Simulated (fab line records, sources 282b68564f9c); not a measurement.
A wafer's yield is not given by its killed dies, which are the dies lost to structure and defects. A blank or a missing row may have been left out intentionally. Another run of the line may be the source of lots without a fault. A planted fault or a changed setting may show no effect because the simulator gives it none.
fab line records	flow rit_cmos	part 1 of 2: steps 1 to 42 of 44
record: lots: 7	wafers: 21	last_day: 7
route steps=202 shown PLDD@118 SPACER@125 NSD@131 PSD@142 SDANNEAL@153 SILICIDE@161 M1@202
lots untouched by any fault: they come from a run of this same line in which no faults occurred
start_h: the number of hours between the record's first day and the start of the first shown wafer of the lot	wait_h: hours from the lot's prior step to this one	" the same as in the row above	L1.1+2: several wafers, shown together as one row	- no value, or no start was given	* or withheld: withheld	< > ~ a bound
route shown NAME@n: NAME is a module with steps in the file, n the number in the route of the first one	usual: mean and standard deviation over wafers with no fault	same: alike in all rows	chamber/n: place in a boat	sites: readings site by site	_std_site: standard deviation of those values	_edge_site: outer sites' mean less inner sites'	radius_mm: for every site, how far away it sits from the centre of the wafer	mask NAME#n: copy n	behind: the most recent tool/chamber to have shaped the wafer	hold: why the lot was held/for how many hours/how that ended	device: which transistor (n, p or np) failed to switch	end of line: at the end of the route, the tests of the same wafers	a step without rows: its recipe alone	killed: count of dies lost to structure and defects at first sort (not the wafer's yield)	map: a wafer's dies, marking killed ones x, the rest . and places with no die _
set.NAME: the run value of the setting; set.NAME@STEP: its run value at that earlier step	model.NAME: the simulator's own value behind a step, which no gauge read
lots at selected steps of the route; one table per step, one row per wafer
services: the hour from which a tool's chamber was out of use, counted from the record's first day as start_h (under 0 if before that day), plus the number of hours and why
== steps ==
step: RIT_PLDD_PEB_04
recipe: resist: NOVOLAK	temp_c: withheld	time_s: withheld
step: RIT_PLDD_DEVELOP_05
recipe: resist: NOVOLAK	develop_time_s: 50	dev_temp_c: 23
step: RIT_PLDD_OVL_MEAS_06
usual: PLDD_OVL: -0.2/1.4
lot.wafer	tool	chamber	start_h	wait_h	PLDD_OVL[nm]
L663.3	overlay-01	-	58.46	-	-1.5
L663.5	"	-	"	"	-3.7
L663.6	"	-	"	"	-1.0
L664.4	overlay-02	-	63.72	-	0.0
L664.5	"	-	"	"	-3.1
L664.6	"	-	"	"	-2.2
L669.1	overlay-01	-	90.10	-	-0.2
L669.2	"	-	"	"	-1.4
L669.4	"	-	"	"	-1.3
L671.3	overlay-02	-	95.79	-	-0.1
L671.5	"	-	"	"	0.5
L671.6	"	-	"	"	0.5
L672.3	overlay-02	-	99.40	-	-0.1
L672.4	"	-	"	"	-1.4
L672.6	"	-	"	"	-0.4
L674.1	overlay-01	-	108.40	-	1.1
L674.2	"	-	"	"	2.9
L674.6	"	-	"	"	4.1
L683.2	overlay-01	-	154.50	-	0.0
L683.3	"	-	"	"	-0.9
L683.4	"	-	"	"	-1.6
step: RIT_PLDD_HARDBAKE_07
recipe: resist: NOVOLAK	temp_c: 140	time_s: 60
step: RIT_PLDD_IMPLANT_08
recipe: species: BF2	energy_kev: 20	dose_cm2: 9e+14	tilt_deg: 7
step: RIT_PLDD_STRIP_09
recipe: chemistry: O2	time_s: 180	resist: NOVOLAK	platen_temp_c: withheld	power_w: 500	pressure_mtorr: 4000	o2_flow_sccm: 4000
usual: drypump_motor_current_A: 5.7/0.33
lot.wafer	tool	chamber	start_h	wait_h	drypump_motor_current_A	rf_hours_counter_h
L663.3	plasma_asher-04	1	58.84	0.1	5.7	-
L663.5	"	0	"	"	5.3	-
L663.6	"	1	"	"	5.7	-
L664.4	plasma_asher-02	0	64.10	0.1	6.3	-
L664.5	"	1	"	"	5.7	-
L664.6	"	0	"	"	6.3	-
L669.1	plasma_asher-03	0	90.52	0.1	5.8	47
L669.2	"	1	"	"	5.3	47
L669.4	"	0	"	"	5.8	-
L671.3	plasma_asher-03	0	96.17	0.1	5.8	-
L671.5	"	1	"	"	5.3	-
L671.6	"	0	"	"	5.8	-
L672.3	plasma_asher-02	0	99.78	0.1	6.3	-
L672.4	"	1	"	"	5.7	-
L672.6	"	0	"	"	6.3	-
L674.1	plasma_asher-02	1	108.74	0.1	5.7	48
L674.2	"	0	"	"	6.3	48
L674.6	"	1	"	"	5.7	-
L683.2	plasma_asher-04	1	154.83	0.1	5.7	4
L683.3	"	0	"	"	5.3	-
L683.4	"	1	"	"	5.8	-
step: RIT_PLDD_TW_MEAS_10
usual: PLDD_TW: 2363/11
lot.wafer	tool	chamber	start_h	wait_h	PLDD_TW
L663.3	film_metro-01	-	58.98	0.1	2346
L663.5	"	-	"	"	2380
L663.6	"	-	"	"	2368
L664.4	film_metro-01	-	64.25	0.1	2364
L664.5	"	-	"	"	2356
L664.6	"	-	"	"	2354
L669.1	film_metro-02	-	90.70	0.1	2367
L669.2	"	-	"	"	2356
L669.4	"	-	"	"	2365
L671.3	film_metro-02	-	96.31	0.1	2366
L671.5	"	-	"	"	2363
L671.6	"	-	"	"	2363
L672.3	film_metro-02	-	99.92	0.1	2345
L672.4	"	-	"	"	2349
L672.6	"	-	"	"	2356
L674.1	film_metro-01	-	108.91	0.1	2356
L674.2	"	-	"	"	2345
L674.6	"	-	"	"	2352
L683.2	film_metro-01	-	155.02	0.1	2367
L683.3	"	-	"	"	2369
L683.4	"	-	"	"	2359
step: RIT_SPACER_CLEAN_00
recipe: chemistry: SC1	mix: 3:3:50	time_s: 600	temp_c: 75
step: RIT_SPACER_CLEAN_01
recipe: chemistry: dHF	dilution: 50:1	time_s: 30
step: RIT_SPACER_CLEAN_02
recipe: chemistry: SC2	mix: 3:3:50	time_s: 600	temp_c: 75	dry: n2_spin
step: RIT_SPACER_CVD_03
recipe: material: Si3N4	target_thk_nm: 250	temp_c: 810	precursor: SiH2Cl2/NH3	time_s: 3300	pressure_mtorr: 300	sih2cl2_flow_sccm: 60	nh3_flow_sccm: 150
step: RIT_SPACER_THK_MEAS_04
recipe: reads: Si3N4_of_SPACER_CVD_03
usual: SPACER_NITRIDE_THK: 248.2/2
lot.wafer	tool	chamber	start_h	wait_h	SPACER_NITRIDE_THK[nm]
L663.3	film_metro-01	-	61.34	0.0	254.1
L663.5	"	-	"	"	251.5
L663.6	"	-	"	"	252.1
L664.4	film_metro-01	-	66.59	0.0	247.6
L664.5	"	-	"	"	246.5
L664.6	"	-	"	"	248.7
L669.1	film_metro-04	-	93.04	0.0	247.3
L669.2	"	-	"	"	245.3
L669.4	"	-	"	"	249.6
L671.3	film_metro-04	-	98.65	0.0	247.6
L671.5	"	-	"	"	247.7
L671.6	"	-	"	"	247.7
L672.3	film_metro-04	-	102.49	0.0	248.7
L672.4	"	-	"	"	247.1
L672.6	"	-	"	"	245.0
L674.1	film_metro-04	-	111.25	0.0	248.8
L674.2	"	-	"	"	250.7
L674.6	"	-	"	"	246.8
L683.2	film_metro-01	-	157.36	0.0	247.3
L683.3	"	-	"	"	245.3
L683.4	"	-	"	"	246.1
step: RIT_SPACER_ETCHBACK_05
recipe: target_depth_a: 2500	SF6_flow_sccm: 30	CHF3_flow_sccm: 30	target: Si3N4	chemistry: SF6/CHF3	pressure_mtorr: 40	rf_w: 250	time_s: 240	stop_on: SiO2
usual: CHF3_flow_sccm: 30.00/0.087	drypump_motor_current_A: 5.6/0.51	oes_product_au: 0.841/0.014	rf_fwd_power_W: 249.3/0.73	throttle_valve_pct: 10.30/0.1
lot.wafer	tool	chamber	start_h	wait_h	CHF3_flow_sccm	drypump_motor_current_A	oes_product_au	rf_fwd_power_W	rf_hours_counter_h	throttle_valve_pct	model.poly-Si_of_GATE_CVD_08.thk_nm	model.Si3N4_of_SPACER_CVD_03.thk_nm
L663.3	rie_diel-03	3	61.38	0.0	29.93	5.7	0.848	249.9	17	10.30	163.9	199.6
L663.5	"	3	"	"	29.96	5.7	0.837	250.1	-	10.31	165.3	198.2
L663.6	"	0	"	"	30.03	5.3	0.868	250.4	-	10.19	163.6	198.2
L664.4	rie_diel-04	1	66.69	0.1	30.04	4.9	0.836	248.8	-	10.37	166.6	193.3
L664.5	"	2	"	"	29.97	5.0	0.845	249.7	-	10.36	165.8	191.9
L664.6	"	0	"	"	29.91	5.1	0.856	248.4	-	10.35	166.2	194.3
L669.1	rie_diel-04	0	93.10	0.1	30.04	5.1	0.854	249.6	83	10.35	169.5	193.4
L669.2	"	3	"	"	30.08	5.8	0.858	288.8	113	10.22	162.8	188.9
L669.4	"	2	"	"	30.14	5.0	0.851	248.8	3	10.35	166.7	194.2
L671.3	rie_diel-01	0	98.69	0.0	29.88	5.6	0.819	249.7	19	10.38	164.5	193.8
L671.5	"	2	"	"	30.10	6.0	0.834	249.6	-	10.39	164.2	193.4
L671.6	"	1	"	"	30.15	5.6	0.824	249.0	-	10.22	168.3	194.3
L672.3	rie_diel-04	3	102.53	0.0	29.96	5.8	0.851	288.5	113	10.23	163.7	191.3
L672.4	"	0	"	"	30.02	5.1	0.854	250.0	83	10.33	169.1	193.5
L672.6	"	1	"	"	29.96	4.9	0.823	249.1	-	10.38	170	192.5
L674.1	rie_diel-04	1	111.31	0.1	29.99	4.9	0.835	249.8	111	10.39	162.7	193.7
L674.2	"	3	"	"	30.14	5.8	0.863	289.4	113	10.22	158.5	192
L674.6	"	0	"	"	30.14	5.1	0.859	249.4	-	10.34	162.6	192.8
L683.2	rie_diel-03	0	157.41	0.0	29.98	5.3	0.850	248.9	5	10.19	163.3	194.3
L683.3	"	2	"	"	29.90	6.5	0.817	249.9	5	10.42	164.1	192.6
L683.4	"	3	"	"	29.93	5.7	0.833	248.3	19	10.28	165.8	193.9
step: RIT_NSD_HMDS_00
recipe: prime_time_s: 60	prime_temp_c: 140
step: RIT_NSD_COAT_01
recipe: resist: NOVOLAK	spin_rpm: 3250	resist_thk_nm: 1000
step: RIT_NSD_SOFTBAKE_02
recipe: resist: NOVOLAK	temp_c: 90	time_s: 60
step: RIT_NSD_EXPOSE_03
recipe: mask_id: M9	na: 0.57	target_cd_nm: 40700	dose_mj: 250
step: RIT_NSD_PEB_04
recipe: resist: NOVOLAK	temp_c: withheld	time_s: withheld
step: RIT_NSD_DEVELOP_05
recipe: resist: NOVOLAK	develop_time_s: 50	dev_temp_c: 23
step: RIT_NSD_OVL_MEAS_06
usual: NSD_OVL: -0.7/1.6
lot.wafer	tool	chamber	start_h	wait_h	NSD_OVL[nm]
L663.3	overlay-01	-	62.39	-	0.4
L663.5	"	-	"	"	-1.8
L663.6	"	-	"	"	0.3
L664.4	overlay-02	-	67.64	-	0.9
L664.5	"	-	"	"	0.6
L664.6	"	-	"	"	-1.8
L669.1	overlay-01	-	94.10	-	3.4
L669.2	"	-	"	"	0.7
L669.4	"	-	"	"	0.7
L671.3	overlay-01	-	99.78	-	2.6
L671.5	"	-	"	"	1.2
L671.6	"	-	"	"	2.0
L672.3	overlay-01	-	103.67	-	-1.0
L672.4	"	-	"	"	-1.2
L672.6	"	-	"	"	-3.5
L674.1	overlay-01	-	112.44	-	0.5
L674.2	"	-	"	"	-0.5
L674.6	"	-	"	"	2.5
L683.2	overlay-01	-	158.54	-	-0.5
L683.3	"	-	"	"	-0.5
L683.4	"	-	"	"	-1.7
step: RIT_NSD_HARDBAKE_07
recipe: resist: NOVOLAK	temp_c: 140	time_s: 60
step: RIT_NSD_IMPLANT_08
recipe: species: P	energy_kev: 25	dose_cm2: 1e+15	tilt_deg: 7
step: RIT_NSD_STRIP_09
recipe: chemistry: O2	time_s: 180	resist: NOVOLAK	platen_temp_c: withheld	power_w: 500	pressure_mtorr: 4000	o2_flow_sccm: 4000
usual: drypump_motor_current_A: 5.8/0.33
lot.wafer	tool	chamber	start_h	wait_h	drypump_motor_current_A	rf_hours_counter_h
L663.3	plasma_asher-03	0	62.78	0.1	5.8	-
L663.5	"	0	"	"	5.8	-
L663.6	"	1	"	"	5.3	-
L664.4	plasma_asher-01	1	68.01	0.1	5.6	-
L664.5	"	1	"	"	5.6	-
L664.6	"	0	"	"	6.2	-
L669.1	plasma_asher-03	1	94.44	0.1	5.4	47
L669.2	"	0	"	"	5.8	47
L669.4	"	0	"	"	5.8	-
L671.3	plasma_asher-03	0	100.17	0.1	5.8	-
L671.5	"	1	"	"	5.3	-
L671.6	"	0	"	"	5.8	-
L672.3	plasma_asher-03	0	104.18	0.1	5.8	-
L672.4	"	1	"	"	5.4	-
L672.6	"	0	"	"	5.8	-
L674.1	plasma_asher-03	0	113.03	0.1	5.8	50
L674.2	"	1	"	"	5.3	50
L674.6	"	0	"	"	5.8	-
L683.2	plasma_asher-02	0	158.87	0.1	6.3	54
L683.3	"	1	"	"	5.7	-
L683.4	"	0	"	"	6.3	-
step: RIT_NSD_TW_MEAS_10
usual: NSD_TW: 3141/14
lot.wafer	tool	chamber	start_h	wait_h	NSD_TW
L663.3	film_metro-02	-	62.91	0.1	3133
L663.5	"	-	"	"	3144
L663.6	"	-	"	"	3139
L664.4	film_metro-02	-	68.16	0.1	3119
L664.5	"	-	"	"	3128
L664.6	"	-	"	"	3137
L669.1	film_metro-02	-	94.61	0.1	3150
L669.2	"	-	"	"	3163
L669.4	"	-	"	"	3155
L671.3	film_metro-01	-	100.30	0.1	3133
L671.5	"	-	"	"	3164
L671.6	"	-	"	"	3125
L672.3	film_metro-02	-	104.31	0.1	3120
L672.4	"	-	"	"	3131
L672.6	"	-	"	"	3122
L674.1	film_metro-02	-	113.20	0.1	3137
L674.2	"	-	"	"	3126
L674.6	"	-	"	"	3123
L683.2	film_metro-01	-	159.06	0.1	3142
L683.3	"	-	"	"	3143
L683.4	"	-	"	"	3135
step: RIT_PSD_HMDS_00
recipe: prime_time_s: 60	prime_temp_c: 140
step: RIT_PSD_COAT_01
recipe: resist: NOVOLAK	spin_rpm: 3250	resist_thk_nm: 1000
step: RIT_PSD_SOFTBAKE_02
recipe: resist: NOVOLAK	temp_c: 90	time_s: 60
step: RIT_PSD_EXPOSE_03
recipe: mask_id: M10	na: 0.57	target_cd_nm: 40900	dose_mj: 250
step: RIT_PSD_PEB_04
recipe: resist: NOVOLAK	temp_c: withheld	time_s: withheld
step: RIT_PSD_DEVELOP_05
recipe: resist: NOVOLAK	develop_time_s: 50	dev_temp_c: 23
step: RIT_PSD_OVL_MEAS_06
usual: PSD_OVL: 1.2/1.6
lot.wafer	tool	chamber	start_h	wait_h	PSD_OVL[nm]
L663.3	overlay-01	-	63.94	-	4.2
L663.5	"	-	"	"	-0.1
L663.6	"	-	"	"	-0.3
L664.4	overlay-01	-	69.18	-	2.4
L664.5	"	-	"	"	2.1
L664.6	"	-	"	"	3.1
L669.1	overlay-01	-	95.66	-	-0.2
L669.2	"	-	"	"	2.5
L669.4	"	-	"	"	0.4
L671.3	overlay-02	-	101.20	-	1.9
L671.5	"	-	"	"	1.8
L671.6	"	-	"	"	2.0
L672.3	overlay-01	-	105.34	-	-0.5
L672.4	"	-	"	"	-1.1
L672.6	"	-	"	"	0.1
L674.1	overlay-01	-	114.24	-	3.0
L674.2	"	-	"	"	-0.1
L674.6	"	-	"	"	2.6
L683.2	overlay-02	-	160.12	-	0.9
L683.3	"	-	"	"	1.0
L683.4	"	-	"	"	1.6
step: RIT_PSD_HARDBAKE_07
recipe: resist: NOVOLAK	temp_c: 140	time_s: 60
step: RIT_PSD_IMPLANT_08
recipe: species: BF2	energy_kev: 27	dose_cm2: 5e+15	tilt_deg: 7
step: RIT_PSD_STRIP_09
recipe: chemistry: O2	time_s: 180	resist: NOVOLAK	platen_temp_c: withheld	power_w: 500	pressure_mtorr: 4000	o2_flow_sccm: 4000
usual: drypump_motor_current_A: 5.7/0.3
lot.wafer	tool	chamber	start_h	wait_h	drypump_motor_current_A	rf_hours_counter_h
L663.3	plasma_asher-03	0	64.32	0.1	5.8	-
L663.5	"	1	"	"	5.4	-
L663.6	"	0	"	"	5.8	-
L664.4	plasma_asher-04	0	69.56	0.1	5.3	-
L664.5	"	0	"	"	5.3	-
L664.6	"	1	"	"	5.7	-
L669.1	plasma_asher-04	0	96.00	0.1	5.3	40
L669.2	"	1	"	"	5.7	40
L669.4	"	1	"	"	5.7	-
L671.3	plasma_asher-01	1	101.59	0.1	5.6	-
L671.5	"	0	"	"	6.2	-
L671.6	"	1	"	"	5.6	-
L672.3	plasma_asher-04	0	105.72	0.1	5.3	-
L672.4	"	1	"	"	5.7	-
L672.6	"	1	"	"	5.7	-
L674.1	plasma_asher-01	0	114.57	0.1	6.2	33
L674.2	"	1	"	"	5.6	33
L674.6	"	1	"	"	5.6	-
L683.2	plasma_asher-04	1	160.45	0.1	5.7	5
L683.3	"	0	"	"	5.3	-
L683.4	"	1	"	"	5.7	-
step: RIT_PSD_TW_MEAS_10
usual: PSD_TW: 3448/18
lot.wafer	tool	chamber	start_h	wait_h	PSD_TW
L663.3	film_metro-02	-	64.46	0.1	3448
L663.5	"	-	"	"	3463
L663.6	"	-	"	"	3439
L664.4	film_metro-01	-	69.71	0.1	3402
L664.5	"	-	"	"	3420
L664.6	"	-	"	"	3440
L669.1	film_metro-01	-	96.17	0.1	3456
L669.2	"	-	"	"	3460
L669.4	"	-	"	"	3448
L671.3	film_metro-02	-	101.72	0.1	3414
L671.5	"	-	"	"	3445
L671.6	"	-	"	"	3438
L672.3	film_metro-01	-	105.86	0.1	3462
L672.4	"	-	"	"	3451
L672.6	"	-	"	"	3457
L674.1	film_metro-01	-	114.75	0.1	3450
L674.2	"	-	"	"	3436
L674.6	"	-	"	"	3428
L683.2	film_metro-02	-	160.63	0.1	3430
L683.3	"	-	"	"	3429
L683.4	"	-	"	"	3432
step: RIT_SDANNEAL_CLEAN_00
recipe: chemistry: SC1	mix: 3:3:50	time_s: 600	temp_c: 75
step: RIT_SDANNEAL_CLEAN_01
recipe: chemistry: dHF	dilution: 50:1	time_s: 30
step: RIT_SDANNEAL_CLEAN_02
recipe: chemistry: SC2	mix: 3:3:50	time_s: 600	temp_c: 75	dry: n2_spin
lot.wafer	tool	chamber	start_h	wait_h	model.poly-Si_of_GATE_CVD_08.thk_nm
L663.3	wet_bench-02	2	64.86	0.0	159.4
L663.5	"	2	"	"	160.8
L663.6	"	2	"	"	159.1
L664.4	wet_bench-02	2	69.94	0.0	162.2
L664.5	"	2	"	"	161.4
L664.6	"	2	"	"	161.8
L669.1	wet_bench-02	2	96.42	0.0	165.1
L669.2	"	2	"	"	158.4
L669.4	"	2	"	"	162.3
L671.3	wet_bench-03	0	101.96	0.0	160.1
L671.5	"	0	"	"	159.8
L671.6	"	0	"	"	163.9
L672.3	wet_bench-03	1	106.09	0.0	159.3
L672.4	"	1	"	"	164.7
L672.6	"	1	"	"	165.6
L674.1	wet_bench-03	3	115.00	0.0	158.3
L674.2	"	3	"	"	154.2
L674.6	"	3	"	"	158.2
L683.2	wet_bench-03	3	160.87	0.0	158.8
L683.3	"	3	"	"	159.7
L683.4	"	3	"	"	161.3
step: RIT_SDANNEAL_RTA_03
recipe: temp_c: 1050	time_s: 5	idle_temp_c: 600	ramp_up_c_per_s: 342	ramp_down_c_per_s: 171	cool_to_c: 600	ambient: N2
usual: wafer_temp_C_max: 1053.5/1.2
lot.wafer	tool	chamber	start_h	wait_h	wafer_temp_C_max
L663.3	rtp_anneal-02	0	65.06	0.0	1053.6
L663.5	"	0	"	"	1053.6
L663.6	"	0	"	"	1055.8
L664.4	rtp_anneal-01	0	70.16	0.0	1055.7
L664.5	"	0	"	"	1054.2
L664.6	"	0	"	"	1051.5
L669.1	rtp_anneal-02	0	96.60	0.0	1052.3
L669.2	"	0	"	"	1053.7
L669.4	"	0	"	"	1054.7
L671.3	rtp_anneal-02	0	102.15	0.0	1052.6
L671.5	"	0	"	"	1053.6
L671.6	"	0	"	"	1054.8
L672.3	rtp_anneal-01	0	106.29	0.0	1055.2
L672.4	"	0	"	"	1053.6
L672.6	"	0	"	"	1052.6
L674.1	rtp_anneal-01	0	115.18	0.0	1055.2
L674.2	"	0	"	"	1053.1
L674.6	"	0	"	"	1053.0
L683.2	rtp_anneal-02	0	161.06	0.0	1054.8
L683.3	"	0	"	"	1052.8
L683.4	"	0	"	"	1053.9
step: RIT_SDANNEAL_RS_MEAS_04
recipe: thk_meas_gauge: four-point-probe
usual: PSD_RS: 115.93/0.28
lot.wafer	tool	chamber	start_h	wait_h	PSD_RS[ohm/sq]
L663.3	film_metro-01	-	65.14	0.1	115.99
L663.5	"	-	"	"	115.81
L663.6	"	-	"	"	115.88
L664.4	film_metro-01	-	70.25	0.1	116.06
L664.5	"	-	"	"	116.23
L664.6	"	-	"	"	116.40
L669.1	film_metro-01	-	96.66	0.0	115.30
L669.2	"	-	"	"	115.35
L669.4	"	-	"	"	115.38
L671.3	film_metro-01	-	102.23	0.1	116.12
L671.5	"	-	"	"	115.73
L671.6	"	-	"	"	115.67
L672.3	film_metro-02	-	106.36	0.1	115.52
L672.4	"	-	"	"	115.89
L672.6	"	-	"	"	115.77
L674.1	film_metro-01	-	115.24	0.0	115.59
L674.2	"	-	"	"	115.44
L674.6	"	-	"	"	115.47
L683.2	film_metro-02	-	161.13	0.1	116.13
L683.3	"	-	"	"	116.27
L683.4	"	-	"	"	116.17
step: RIT_SDANNEAL_RS_MEAS_05
recipe: thk_meas_gauge: four-point-probe
usual: NSD_RS: 84.49/0.27
lot.wafer	tool	chamber	start_h	wait_h	NSD_RS[ohm/sq]
L663.3	film_metro-01	-	65.26	0.1	84.36
L663.5	"	-	"	"	84.26
L663.6	"	-	"	"	84.16
L664.4	film_metro-01	-	70.37	0.1	84.62
L664.5	"	-	"	"	84.94
L664.6	"	-	"	"	84.84
L669.1	film_metro-01	-	96.78	0.1	84.20
L669.2	"	-	"	"	84.43
L669.4	"	-	"	"	84.31
L671.3	film_metro-01	-	102.35	0.1	84.48
L671.5	"	-	"	"	84.55
L671.6	"	-	"	"	84.51
L672.3	film_metro-02	-	106.48	0.1	84.98
L672.4	"	-	"	"	84.82
L672.6	"	-	"	"	85.02
L674.1	film_metro-01	-	115.36	0.1	84.35
L674.2	"	-	"	"	84.37
L674.6	"	-	"	"	84.23
L683.2	film_metro-02	-	161.25	0.1	84.49
L683.3	"	-	"	"	84.25
L683.4	"	-	"	"	84.31
step: RIT_SDANNEAL_RS_MEAS_06
recipe: thk_meas_gauge: four-point-probe
usual: PLDD_RS: 178.6/0.39
lot.wafer	tool	chamber	start_h	wait_h	PLDD_RS[ohm/sq]
L663.3	film_metro-01	-	65.38	0.1	177.9
L663.5	"	-	"	"	178.7
L663.6	"	-	"	"	178.2
L664.4	film_metro-01	-	70.49	0.1	178.9
L664.5	"	-	"	"	179.3
L664.6	"	-	"	"	179.0
L669.1	film_metro-01	-	96.90	0.1	177.9
L669.2	"	-	"	"	178.5
L669.4	"	-	"	"	178.0
L671.3	film_metro-01	-	102.47	0.1	179.1
L671.5	"	-	"	"	178.5
L671.6	"	-	"	"	178.8
L672.3	film_metro-02	-	106.60	0.1	179.3
L672.4	"	-	"	"	179.1
L672.6	"	-	"	"	179.5
L674.1	film_metro-01	-	115.48	0.1	178.7
L674.2	"	-	"	"	178.5
L674.6	"	-	"	"	178.7
L683.2	film_metro-02	-	161.37	0.1	178.6
L683.3	"	-	"	"	178.8
L683.4	"	-	"	"	178.6
== key ==
first_sign: step: RIT_SPACER_ETCHBACK_05	reading: rf_fwd_power_W	direction: up	sigmas: 54	usual: 249.3	struck: 288.9
effect none on later readings
model_effect: step: RIT_SPACER_ETCHBACK_05	value: poly-Si_of_GATE_CVD_08.thk_nm	without: 166.7	struck: 161.7
model_effect: step: RIT_SDANNEAL_CLEAN_02	value: poly-Si_of_GATE_CVD_08.thk_nm	without: 162.3	struck: 157.3
model_effect: step: RIT_SILICIDE_WET_ETCH_00	value: Si3N4_of_SPACER_CVD_03.thk_nm	without: 193.7	struck: 189.6
model_effect: step: RIT_M1_PROBE_99	value: etest.pmos_0p15.r_on_ohm_um	without: 2765	struck: 2888
met_at RIT_SPACER_ETCHBACK_05
struck_wafers L669.2,L672.3,L674.2
tester_left_out L669,L672,L674
fault: kind: process_parameter_drift	tool: rie_diel-04	chamber: 3	onset_h: 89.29	steps: RIT_SPACER_ETCHBACK_05	channel: rf_w	offset: 40	shape: step	end_h: 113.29	acts_in: these_recipes_only	stated: 250
tester_left_out: of these lots the tester's yield and bins aren't shown, on N5 and GAA mostly nor the transistor test; their killed dies are dies lost to structure and defects alone, not to doping, threshold or leakage, so they don't give the yield
